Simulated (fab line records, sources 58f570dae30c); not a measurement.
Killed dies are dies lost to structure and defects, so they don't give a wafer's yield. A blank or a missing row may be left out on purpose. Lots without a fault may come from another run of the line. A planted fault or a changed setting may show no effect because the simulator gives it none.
fab line records | flow berkeley_cmos170
record lots=14 wafers=42 last_day=13
route steps=331 shown NWELL@27 PWELL@37 ACTIVE@63
lots that met no fault: from a run of the same line without faults
start_h: hours from the record's first day to the start of the lot's first wafer shown | wait_h: hours since the lot's step before | " the same as in the row above | L1.1+2: a row that stands for several wafers | - no value, or no start given | * or withheld: withheld | < > ~ a bound
route shown NAME@n: a module of which the file shows steps, and the number in the route of the first | usual: mean/standard deviation of fault-free wafers | same: alike in all rows | chamber/n: place in a boat | sites: the reading at each site | _std_site: their standard deviation | _edge_site: outer sites' mean less inner sites' | radius_mm: how far each site lies from the wafer's centre | mask NAME#n: copy n | behind: the tool/chamber that last shaped the wafer | hold: why the lot was held/for how many hours/how that ended | device: the transistor (n, p or np) that didn't switch | end of line: the same wafers' tests at the end of the route | a step without rows: its recipe alone | killed: dies lost to structure and defects at the first sort, not the wafer's yield | map: a wafer's dies, x killed, . not, _ none there
set.NAME: the setting as run; set.NAME@STEP: as run at that earlier step | model.NAME: the simulator's own value behind a step, which no gauge read
steps of the route over a sample of lots; a table a step, a row a wafer
services: from which hour (start_h, from the record's first day; less than 0 if before it) a tool's chamber was out of use, for how many hours, and why
## steps
# step UCB170_NWELL_ETCH_13
# recipe chemistry=CH3F/Ar/O2 target=Si3N4 stop_on=SiO2 CH3F_flow_sccm=20 Ar_flow_sccm=50 O2_flow_sccm=7 pressure_mtorr=50 rf_w=450 target_depth_a=2464 over_etch_frac=0.1 time_s=154
# usual drypump_motor_current_A=5.7/0.48 oes_product_au=0.941/0.017 throttle_valve_pct=8.09/0.1
# columns lot.wafer tool chamber start_h wait_h drypump_motor_current_A oes_product_au rf_hours_counter_h throttle_valve_pct
L158.1 rie_diel-01 2 31.39 0.0 5.5 0.963 104 7.87
L158.3 " 3 " " 5.4 0.948 5 8.03
L158.4 " 1 " " 5.8 0.952 14 8.13
L159.1 rie_diel-04 2 45.54 0.0 6.4 0.929 13 7.99
L159.4 " 1 " " 6.1 0.968 1 8.13
L159.6 " 3 " " 4.8 0.954 - 8.23
L161.1 rie_diel-01 0 48.75 0.0 6.1 0.959 10 8.14
L161.3 " 3 " " 5.3 0.963 5 8.03
L161.5 " 2 " " 5.5 0.976 - 7.85
L162.1 rie_diel-02 2 58.70 0.0 6.3 0.944 5 8.19
L162.4 " 0 " " 5.4 0.923 45 8.17
L162.5 " 2 " " 6.3 0.938 - 8.19
L163.2 rie_diel-04 3 58.87 0.0 4.8 0.951 38 8.23
L163.3 " 2 " " 6.4 0.934 13 7.99
L163.5 " 2 " " 6.4 0.934 - 7.99
L164.3 rie_diel-04 0 65.35 0.0 6.2 0.934 93 8.08
L164.4 " 3 " " 4.8 0.938 39 8.21
L164.5 " 1 " " 6.1 0.964 - 8.12
L168.2 rie_diel-01 2 85.84 0.0 5.5 0.959 106 7.86
L168.3 " 1 " " 5.8 0.939 17 8.14
L168.5 " 2 " " 5.5 0.966 - 7.86
L169.4 rie_diel-04 2 86.11 0.0 6.5 0.930 14 7.98
L169.5 " 3 " " 4.8 0.942 - 8.22
L169.6 " 0 " " 6.2 0.934 - 8.11
L172.2 rie_diel-04 2 110.90 0.0 6.5 0.927 14 8.00
L172.5 " 3 " " 4.9 0.939 - 8.22
L172.6 " 0 " " 6.2 0.937 - 8.09
L176.1 rie_diel-02 0 125.82 0.0 5.4 0.914 49 8.16
L176.3 " 3 " " 5.2 0.929 139 7.97
L176.6 " 1 " " 5.3 0.947 - 8.13
L177.2 rie_diel-04 3 132.03 0.0 4.8 0.947 41 8.22
L177.3 " 1 " " 6.1 0.945 3 8.14
L177.6 " 1 " " 6.1 0.956 - 8.14
L179.1 rie_diel-02 2 139.43 0.0 6.3 0.943 8 8.21
L179.2 " 3 " " 5.2 0.942 140 7.97
L179.6 " 0 " " 5.4 0.926 - 8.17
L180.1 rie_diel-01 1 139.96 0.0 5.8 0.949 20 8.13
L180.2 " 3 " " 5.3 0.949 11 8.03
L180.6 " 3 " " 5.4 0.957 - 8.03
L181.3 rie_diel-02 1 148.35 0.0 5.3 0.948 61 8.14
L181.4 " 2 " " 6.3 0.948 9 8.21
L181.6 " 2 " " 6.3 0.950 - 8.18
# step UCB170_NWELL_STRIP_15
# recipe chemistry=O2 power_w=400 pressure_mtorr=3500 platen_temp_c=withheld o2_flow_sccm=400 overash_fraction=0.5
# usual drypump_motor_current_A=6.1/0.38 oes_product_au=0.721/0.0045 strip_time_to_endpoint_s=18.01/0.095
# same overash_fraction=0.5
# columns lot.wafer tool chamber start_h wait_h drypump_motor_current_A oes_product_au rf_hours_counter_h strip_time_to_endpoint_s
L158.1 plasma_asher-04 0 31.64 0.1 6.4 0.719 30 17.85
L158.3 " 1 " " 5.5 0.714 - 17.95
L158.4 " 0 " " 6.3 0.724 - 17.99
L159.1 plasma_asher-04 1 45.79 0.1 5.5 0.724 32 18.10
L159.4 " 1 " " 5.5 0.723 - 18.04
L159.6 " 0 " " 6.4 0.719 - 18.02
L161.1 plasma_asher-02 0 49.00 0.1 6.4 0.721 32 18.09
L161.3 " 0 " " 6.4 0.725 - 18.01
L161.5 " 1 " " 6.1 0.720 - 17.97
L162.1 plasma_asher-01 1 58.96 0.1 5.5 0.722 25 18.06
L162.4 " 0 " " 6.2 0.721 - 18.08
L162.5 " 1 " " 5.5 0.727 - 18.06
L163.2 plasma_asher-04 1 59.12 0.1 5.5 0.719 33 17.92
L163.3 " 1 " " 5.5 0.725 - 17.91
L163.5 " 0 " " 6.4 0.719 - 18.03
L164.3 plasma_asher-04 0 65.64 0.1 6.3 0.720 - 18.16
L164.4 " 1 " " 5.5 0.722 - 18.00
L164.5 " 1 " " 5.5 0.723 - 18.14
L168.2 plasma_asher-02 1 86.09 0.1 6.1 0.715 36 18.07
L168.3 " 1 " " 6.2 0.721 - 18.02
L168.5 " 1 " " 6.1 0.723 - 18.04
L169.4 plasma_asher-04 1 86.40 0.1 5.5 0.726 - 17.87
L169.5 " 0 " " 6.4 0.718 - 17.81
L169.6 " 1 " " 5.5 0.721 - 17.98
L172.2 plasma_asher-04 0 111.15 0.1 6.4 0.717 40 17.90
L172.5 " 1 " " 5.5 0.725 - 18.40
L172.6 " 0 " " 6.4 0.716 - 18.11
L176.1 plasma_asher-02 0 126.07 0.1 6.4 0.722 41 18.09
L176.3 " 0 " " 6.4 0.722 - 17.97
L176.6 " 0 " " 6.4 0.722 - 18.09
L177.2 plasma_asher-02 1 132.28 0.1 6.1 0.714 42 18.46
L177.3 " 1 " " 6.1 0.720 - 18.05
L177.6 " 0 " " 6.4 0.723 - 18.10
L179.1 plasma_asher-01 1 139.68 0.1 5.4 0.723 34 17.91
L179.2 " 0 " " 6.2 0.721 34 17.90
L179.6 " 1 " " 5.4 0.726 - 17.91
L180.1 plasma_asher-01 1 140.21 0.1 5.5 0.726 34 17.89
L180.2 " 0 " " 6.2 0.717 34 17.88
L180.6 " 0 " " 6.2 0.709 - 17.85
L181.3 plasma_asher-02 1 148.63 0.1 6.1 0.725 - 18.01
L181.4 " 0 " " 6.4 0.719 - 18.02
L181.6 " 0 " " 6.4 0.720 - 17.98
# step UCB170_PWELL_THK_MEAS_03
# recipe reads=SiO2_of_PWELL_OXIDATION_02
# usual PWELL_OXIDE_THK=26.5/0.46
# columns lot.wafer tool chamber start_h wait_h PWELL_OXIDE_THK[nm]
L158.1 film_metro-01 - 41.67 0.0 26.0
L158.3 " - " " 26.6
L158.4 " - " " 26.4
L159.1 film_metro-01 - 55.52 0.0 26.2
L159.4 " - " " 26.4
L159.6 " - " " 26.0
L161.1 film_metro-01 - 57.78 0.0 26.6
L161.3 " - " " 26.6
L161.5 " - " " 26.0
L163.2 film_metro-01 - 68.81 0.0 26.1
L163.3 " - " " 26.4
L163.5 " - " " 26.3
L162.1 film_metro-02 - 72.91 0.0 26.7
L162.4 " - " " 27.1
L162.5 " - " " 26.6
L164.3 film_metro-01 - 72.93 0.0 26.7
L164.4 " - " " 26.3
L164.5 " - " " 26.6
L168.2 film_metro-01 - 96.84 0.0 26.2
L168.3 " - " " 26.3
L168.5 " - " " 25.9
L169.4 film_metro-02 - 96.86 0.0 27.0
L169.5 " - " " 26.8
L169.6 " - " " 26.9
L172.2 film_metro-01 - 122.03 0.0 26.4
L172.5 " - " " 26.7
L172.6 " - " " 26.7
L176.1 film_metro-04 - 133.81 0.0 27.7
L176.3 " - " " 27.3
L176.6 " - " " 27.4
L177.2 film_metro-01 - 141.24 0.0 26.6
L177.3 " - " " 26.2
L177.6 " - " " 26.3
L179.1 film_metro-02 - 150.76 0.0 26.1
L179.2 " - " " 26.1
L179.6 " - " " 26.0
L180.1 film_metro-01 - 150.76 0.0 25.9
L180.2 " - " " 25.8
L180.6 " - " " 26.3
L181.3 film_metro-04 - 159.15 0.0 25.9
L181.4 " - " " 26.0
L181.6 " - " " 25.7
# step UCB170_ACTIVE_THK_MEAS_03
# recipe reads=SiO2_of_ACTIVE_OXIDATION_02
# usual ACTIVE_OXIDE_THK=26.4/0.43
# columns lot.wafer tool chamber start_h wait_h ACTIVE_OXIDE_THK[nm]
L158.1 film_metro-04 - 68.96 0.0 26.1
L158.3 " - " " 25.9
L158.4 " - " " 26.5
L161.1 film_metro-02 - 89.14 0.1 26.2
L161.3 " - " " 26.2
L161.5 " - " " 26.4
L159.1 film_metro-02 - 89.20 0.1 26.6
L159.4 " - " " 26.7
L159.6 " - " " 26.2
L162.1 film_metro-03 - 100.77 0.0 26.7
L162.4 " - " " 26.6
L162.5 " - " " 26.8
L163.2 film_metro-02 - 100.78 0.0 26.6
L163.3 " - " " 26.6
L163.5 " - " " 26.9
L164.3 film_metro-04 - 100.79 0.0 26.4
L164.4 " - " " 26.8
L164.5 " - " " 26.9
L168.2 film_metro-04 - 126.20 0.0 26.2
L168.3 " - " " 26.3
L168.5 " - " " 26.4
L169.4 film_metro-03 - 126.22 0.0 26.3
L169.5 " - " " 26.3
L169.6 " - " " 25.7
L172.2 film_metro-03 - 156.29 0.0 26.8
L172.5 " - " " 26.7
L172.6 " - " " 26.8
L176.1 film_metro-02 - 167.56 0.0 25.5
L176.3 " - " " 25.7
L176.6 " - " " 26.0
L177.2 film_metro-04 - 178.08 0.0 26.4
L177.3 " - " " 26.3
L177.6 " - " " 26.4
L179.1 film_metro-04 - 185.04 0.0 26.8
L179.2 " - " " 26.7
L179.6 " - " " 26.7
L180.1 film_metro-03 - 185.04 0.0 26.5
L180.2 " - " " 26.0
L180.6 " - " " 25.8
L181.3 film_metro-03 - 197.60 0.0 27.4
L181.4 " - " " 26.6
L181.6 " - " " 27.3
# step UCB170_ACTIVE_THK_MEAS_06
# recipe reads=Si3N4_of_ACTIVE_CVD_05
# usual ACTIVE_NITRIDE_THK=219.4/1.4
# columns lot.wafer tool chamber start_h wait_h ACTIVE_NITRIDE_THK[nm]
L158.1 film_metro-03 - 75.38 0.0 221.1
L158.3 " - " " 222.2
L158.4 " - " " 221.5
L159.1 film_metro-04 - 97.40 0.0 220.0
L159.4 " - " " 220.9
L159.6 " - " " 220.5
L161.1 film_metro-02 - 97.40 0.0 220.9
L161.3 " - " " 217.9
L161.5 " - " " 221.5
L162.1 film_metro-02 - 108.99 0.0 216.7
L162.4 " - " " 217.8
L162.5 " - " " 217.6
L163.2 film_metro-04 - 109.00 0.0 219.1
L163.3 " - " " 217.6
L163.5 " - " " 218.4
L164.3 film_metro-04 - 109.07 0.1 218.6
L164.4 " - " " 219.7
L164.5 " - " " 217.8
L168.2 film_metro-03 - 133.20 0.0 220.1
L168.3 " - " " 219.3
L168.5 " - " " 220.7
L169.4 film_metro-04 - 133.22 0.0 220.7
L169.5 " - " " 219.8
L169.6 " - " " 222.1
L172.2 film_metro-03 - 165.65 0.0 219.3
L172.5 " - " " 221.5
L172.6 " - " " 222.3
L176.1 film_metro-03 - 177.56 0.0 219.7
L176.3 " - " " 221.2
L176.6 " - " " 218.5
L177.2 film_metro-02 - 185.41 0.0 219.1
L177.3 " - " " 217.6
L177.6 " - " " 219.7
L179.1 film_metro-03 - 193.12 0.0 217.4
L179.2 " - " " 217.9
L179.6 " - " " 217.3
L180.1 film_metro-04 - 193.12 0.0 219.1
L180.2 " - " " 218.1
L180.6 " - " " 219.7
L181.3 film_metro-03 - 205.82 0.0 218.5
L181.4 " - " " 220.3
L181.6 " - " " 219.3
## services
# columns tool chamber start_h hours kind
rie_diel-02 1 8.73 4.1 repair
rie_diel-01 3 11.26 3.8 repair
plasma_asher-04 - 22.73 4.0 repair
plasma_asher-01 - 31.37 9.4 repair
rie_diel-02 1 45.10 1.5 repair
rie_diel-02 3 64.98 3.9 repair
plasma_asher-01 - 84.80 15.0 pm
rie_diel-01 0 92.20 4.6 repair
rie_diel-04 - 95.21 14.6 pm
plasma_asher-02 - 109.05 6.9 pm
plasma_asher-04 - 125.17 15.6 pm
rie_diel-04 - 148.43 0.4 repair
## key
first_sign step=UCB170_NWELL_STRIP_15 reading=strip_time_to_endpoint_s direction=up sigmas=4.5 usual=* struck=*
effect none on later readings
met_at UCB170_NWELL_ETCH_13
struck_lots L172,L177
struck_wafers L172.5,L177.2
sort_left_out L172.5,L177.2
tester_left_out L172,L177
not_acting_at UCB170_PWELL_THK_MEAS_03,UCB170_ACTIVE_THK_MEAS_03,UCB170_ACTIVE_THK_MEAS_06
onset_between 86.11 110.90
fault kind=process_parameter_drift tool=rie_diel-04 chamber=3 onset_h=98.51 steps=UCB170_NWELL_ETCH_13 channel=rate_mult offset=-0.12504 shape=step end_h=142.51
# tester_left_out: of these lots the tester's yield and bins aren't shown, on N5 and GAA mostly nor the transistor test; their killed dies are dies lost to structure and defects alone, not to doping, threshold or leakage, so they don't give the yield
# sort_left_out: the simulated sort isn't trusted on such a fault, so these wafers' sort isn't shown, and their yield isn't known
